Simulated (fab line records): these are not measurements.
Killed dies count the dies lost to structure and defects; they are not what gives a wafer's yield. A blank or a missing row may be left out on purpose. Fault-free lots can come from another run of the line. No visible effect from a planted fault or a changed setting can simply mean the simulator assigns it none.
fab line records + flow berkeleyCmos170
record
- lots=14
- wafers=42
- lastDay=13
route steps=331 shown GATE@127
lots that met no fault: from a run of the same line without faults
startH: start of the lot's first displayed wafer, in hours after the record's first day + waitH: hours from the lot's prior step to this one + " identical to the entry in the row above + L1.1+2: one row covering several wafers at once + - no value, or no start was given + * or withheld: withheld + < > ~ a bound
route shown NAME@n: NAME is a module with steps in the file, n the number in the route of the first one + usual: the fault-free wafers' mean and standard deviation + same: alike in all rows + chamber/n: place in a boat + sites: the reading at each site + _std_site: standard deviation of those values + _edge_site: mean of outer sites minus mean of inner sites + radiusMm: for every site, how far away it sits from the centre of the wafer + mask NAME#n: copy n + behind: tool/chamber where the wafer was last shaped + hold: what put the lot on hold/how long, in hours/how the hold closed + device: which transistor (n, p or np) failed to switch + end of line: the tests these same wafers got at the end of their route + for a step that has no rows: nothing shown but its recipe + killed: the dies lost at the first sort to structure and to defects; this is not the yield of the wafer + map: a wafer's dies, x killed, . not, _ none there
set.NAME: the run value of the setting; set.NAME@STEP: its run value at that earlier step + model.NAME: the simulator's own value behind a step, which no gauge read
one table for each step of the route and one row for each wafer, over a sample of lots
services: the hour from which a tool's chamber was out of use, counted from the record's first day as startH (under 0 if before that day), plus the number of hours and why
## steps
# step UCB170_GATE_OXIDATION_01
# recipe
- tempC=850
- ambient=O2
- targetThkA=66
- oxTimeS=1800
# usual
- oxTempC=849.9/0.32
| lot.wafer | tool       | chamber | startH | waitH | oxTempC |
|-----------|------------|---------|--------|-------|---------|
| L594.1    | furnace-02 | 0       | 149.10 | 3.7   | 849.8   |
| L594.4    | "          | 0       | "      | "     | 849.4   |
| L594.6    | "          | 0       | "      | "     | 849.5   |
| L595.1    | furnace-02 | 0       | 149.10 | 4.2   | 850.0   |
| L595.3    | "          | 0       | "      | "     | 849.4   |
| L595.5    | "          | 0       | "      | "     | 850.0   |
| L597.4    | furnace-04 | 0       | 164.57 | 3.6   | 849.5   |
| L597.5    | "          | 0       | "      | "     | 849.6   |
| L597.6    | "          | 0       | "      | "     | 849.7   |
| L598.1    | furnace-04 | 0       | 164.57 | 3.2   | 850.0   |
| L598.4    | "          | 0       | "      | "     | 849.7   |
| L598.5    | "          | 0       | "      | "     | 850.2   |
| L600.2    | furnace-04 | 0       | 164.57 | 2.7   | 849.6   |
| L600.4    | "          | 0       | "      | "     | 849.8   |
| L600.5    | "          | 0       | "      | "     | 849.8   |
| L601.2    | furnace-02 | 0       | 177.60 | 2.3   | 849.9   |
| L601.5    | "          | 0       | "      | "     | 849.9   |
| L601.6    | "          | 0       | "      | "     | 850.0   |
| L602.2    | furnace-02 | 0       | 177.60 | 2.6   | 849.5   |
| L602.5    | "          | 0       | "      | "     | 849.8   |
| L602.6    | "          | 0       | "      | "     | 849.9   |
| L603.1    | furnace-02 | 0       | 177.60 | 2.2   | 849.6   |
| L603.3    | "          | 0       | "      | "     | 850.2   |
| L603.6    | "          | 0       | "      | "     | 850.0   |
| L604.2    | furnace-01 | 0       | 191.46 | 4.0   | 850.5   |
| L604.4    | "          | 0       | "      | "     | 850.4   |
| L604.6    | "          | 0       | "      | "     | 850.3   |
| L606.1    | furnace-02 | 0       | 201.71 | 5.1   | 850.1   |
| L606.5    | "          | 0       | "      | "     | 850.8   |
| L606.6    | "          | 0       | "      | "     | 850.7   |
| L608.1    | furnace-02 | 0       | 210.39 | 3.5   | 850.1   |
| L608.3    | "          | 0       | "      | "     | 850.1   |
| L608.6    | "          | 0       | "      | "     | 850.6   |
| L609.1    | furnace-02 | 0       | 210.39 | 4.0   | 849.3   |
| L609.5    | "          | 0       | "      | "     | 850.0   |
| L609.6    | "          | 0       | "      | "     | 850.0   |
| L616.1    | furnace-01 | 0       | 261.69 | 4.7   | 850.4   |
| L616.2    | "          | 0       | "      | "     | 850.0   |
| L616.6    | "          | 0       | "      | "     | 850.2   |
| L617.3    | furnace-01 | 0       | 261.69 | 4.6   | 849.8   |
| L617.5    | "          | 0       | "      | "     | 849.9   |
| L617.6    | "          | 0       | "      | "     | 850.3   |
# step UCB170_GATE_THK_MEAS_02
# recipe
- reads=SiO2_of_GATE_OXIDATION_01
# usual
- GATE_OXIDE_THK=6.63/0.11
| lot.wafer | tool         | chamber | startH | waitH | GATE_OXIDE_THK[nm] |
|-----------|--------------|---------|--------|-------|--------------------|
| L594.1    | filmMetro-01 | -       | 150.60 | 0.0   | 6.63               |
| L594.4    | "            | -       | "      | "     | 6.76               |
| L594.6    | "            | -       | "      | "     | 6.63               |
| L595.1    | filmMetro-03 | -       | 150.60 | 0.0   | 6.76               |
| L595.3    | "            | -       | "      | "     | 6.72               |
| L595.5    | "            | -       | "      | "     | 6.79               |
| L597.4    | filmMetro-03 | -       | 166.10 | 0.0   | 6.71               |
| L597.5    | "            | -       | "      | "     | 6.54               |
| L597.6    | "            | -       | "      | "     | 6.71               |
| L598.1    | filmMetro-02 | -       | 166.11 | 0.0   | 6.57               |
| L598.4    | "            | -       | "      | "     | 6.52               |
| L598.5    | "            | -       | "      | "     | 6.67               |
| L600.2    | filmMetro-01 | -       | 166.14 | 0.1   | 6.69               |
| L600.4    | "            | -       | "      | "     | 6.55               |
| L600.5    | "            | -       | "      | "     | 6.56               |
| L601.2    | filmMetro-01 | -       | 179.11 | 0.0   | 6.81               |
| L601.5    | "            | -       | "      | "     | 6.66               |
| L601.6    | "            | -       | "      | "     | 6.84               |
| L602.2    | filmMetro-03 | -       | 179.11 | 0.0   | 6.63               |
| L602.5    | "            | -       | "      | "     | 6.69               |
| L602.6    | "            | -       | "      | "     | 6.78               |
| L603.1    | filmMetro-02 | -       | 179.12 | 0.0   | 6.53               |
| L603.3    | "            | -       | "      | "     | 6.55               |
| L603.6    | "            | -       | "      | "     | 6.58               |
| L604.2    | filmMetro-02 | -       | 192.97 | 0.0   | 6.56               |
| L604.4    | "            | -       | "      | "     | 6.53               |
| L604.6    | "            | -       | "      | "     | 6.48               |
| L606.1    | filmMetro-03 | -       | 203.21 | 0.0   | 6.55               |
| L606.5    | "            | -       | "      | "     | 6.61               |
| L606.6    | "            | -       | "      | "     | 6.68               |
| L608.1    | filmMetro-01 | -       | 211.89 | 0.0   | 8.95               |
| L608.3    | "            | -       | "      | "     | 8.90               |
| L608.6    | "            | -       | "      | "     | 8.98               |
| L609.1    | filmMetro-02 | -       | 211.89 | 0.0   | 8.61               |
| L609.5    | "            | -       | "      | "     | 8.61               |
| L609.6    | "            | -       | "      | "     | 8.67               |
| L616.1    | filmMetro-02 | -       | 263.19 | 0.0   | 6.58               |
| L616.2    | "            | -       | "      | "     | 6.55               |
| L616.6    | "            | -       | "      | "     | 6.63               |
| L617.3    | filmMetro-03 | -       | 263.27 | 0.1   | 6.58               |
| L617.5    | "            | -       | "      | "     | 6.61               |
| L617.6    | "            | -       | "      | "     | 6.56               |
## services
| tool       | chamber | startH | hours | kind |
|------------|---------|--------|-------|------|
| furnace-02 | -       | 216.24 | 3.2   | pm   |
| furnace-04 | -       | 261.00 | 3.0   | pm   |
## key
firstSign
- step=UCB170_GATE_THK_MEAS_02
- reading=GATE_OXIDE_THK
- direction=up
- sigmas=20
- usual=6.63
- struck=8.79
effect none on later readings
metAt UCB170_GATE_OXIDATION_01
struckLots L608,L609
sortLeftOut L609.1,L609.5,L609.6
testerLeftOut L608,L609
onsetBetween 201.71 210.39
fault
- kind=processParameterDrift
- tool=furnace-02
- chamber=-
- onsetH=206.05
- steps=UCB170_GATE_OXIDATION_01
- channel=oxTimeS
- offset=*
- shape=step
- endH=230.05
- actsIn=*
- stated=*
# testerLeftOut: of these lots the tester's yield and bins aren't shown, on N5 and GAA mostly nor the transistor test; their killed dies are dies lost to structure and defects alone, not to doping, threshold or leakage, so they don't give the yield
# sortLeftOut: the simulated sort isn't trusted on such a fault, so these wafers' sort isn't shown, and their yield isn't known
